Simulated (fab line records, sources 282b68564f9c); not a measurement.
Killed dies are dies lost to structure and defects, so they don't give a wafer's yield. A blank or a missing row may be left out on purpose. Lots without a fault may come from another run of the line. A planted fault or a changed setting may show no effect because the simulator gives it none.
Which tool did it? | flow rit_cmos | 14 lots, 42 wafers sampled, at 2 steps of a route of 202

WHAT THE GAUGES READ, wafer by wafer
RIT_PRETRO_OVL_MEAS_06. Usual: PRETRO_OVL 0.2 nm, standard deviation 1.2.
lot  | measured    | on         | PRETRO_OVL (nm)      | flag
L285 | day 3 09:11 | overlay-01 | 0.6 2.4 0.2          |
L286 | day 3 13:50 | overlay-02 | 0.9 0.5 -0.3         |
L287 | day 3 21:40 | overlay-02 | -1.3 -1.2 -2.0       |
L289 | day 4 04:06 | overlay-01 | -0.3 0.4 0.6         |
L290 | day 4 08:53 | overlay-01 | 1.1 1.6 -0.3         |
L291 | day 4 14:56 | overlay-02 | -1.2 -1.1 -0.9       |
L292 | day 4 19:32 | overlay-02 | 0.2 -1.6 -0.6        |
L293 | day 5 00:36 | overlay-02 | -0.2 1.9 0.0         |
L295 | day 5 11:44 | overlay-01 | 3685.7 3684.1 3685.3 | OFF
L296 | day 5 18:23 | overlay-01 | 0.6 1.7 2.7          |
L297 | day 5 21:44 | overlay-01 | 0.4 0.4 0.8          |
L298 | day 6 06:05 | overlay-01 | 0.7 1.2 -0.7         |
L302 | day 7 03:57 | overlay-01 | -0.9 -0.1 0.1        |
L303 | day 7 09:20 | overlay-01 | 3682.8 3682.5 3683.5 | OFF

WHICH TOOL RAN EACH LOT (tool, then ch and the chambers of the sampled wafers, then the start)
lot  | RIT_PRETRO_EXPOSE_03
L285 | iline_stepper-02 ch 0, day 3 08:46
L286 | iline_stepper-01 ch 0, day 3 13:25
L287 | iline_stepper-02 ch 0, day 3 21:15
L289 | iline_stepper-01 ch 0, day 4 03:41
L290 | iline_stepper-01 ch 0, day 4 08:27
L291 | iline_stepper-02 ch 0, day 4 14:31
L292 | iline_stepper-02 ch 0, day 4 19:07
L293 | iline_stepper-01 ch 0, day 5 00:10
L295 | iline_stepper-02 ch 0, day 5 11:14
L296 | iline_stepper-01 ch 0, day 5 17:57
L297 | iline_stepper-01 ch 0, day 5 21:19
L298 | iline_stepper-01 ch 0, day 6 05:39
L302 | iline_stepper-01 ch 0, day 7 03:31
L303 | iline_stepper-02 ch 0, day 7 08:54
- RIT_PRETRO_EXPOSE_03: exposes mask M5, target cd 43700 nm.

WHAT THE TOOLS THEMSELVES READ (means of the sampled wafers that have a number; where no wafer has one, the mark that the record gives instead)
The record holds no such reading with a usual standard deviation.

THE ANSWER, worked out from the rows above alone
Rule: a lot is off if the mean of its wafers that have a number lies more than 3 standard deviations from the usual mean. A lot without any number at a reading at which 4 lots or more have one is off too. The other lots that the step has rows for count as sound. The gauges are gone through in route order, then the tools' own readings, and for those a lot's mean is taken as printed above. The first step at which some lot is off is used, and at that step the reading that is off furthest; a lot without a number counts as furthest.
Off: L295, L303, at RIT_PRETRO_OVL_MEAS_06 (PRETRO_OVL).
A tool fits if, at a process step before that reading, it ran every lot that is off, and no sound lot after the first of them. The gauges at RIT_PRETRO_OVL_MEAS_06 are tried like those tools. One fits: iline_stepper-02 at RIT_PRETRO_EXPOSE_03. Its last sound lot is L292 (day 4 19:07), its first lot that is off L295 (day 5 11:14): a fault that began between those two fits.

WHAT THE SIMULATOR HAD PUT IN
Scanner matching overlay: iline_stepper-02, from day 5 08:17 on, at RIT_PRETRO_EXPOSE_03. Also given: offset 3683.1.
Lots struck among those shown: L295, L303. The rule above found the same.
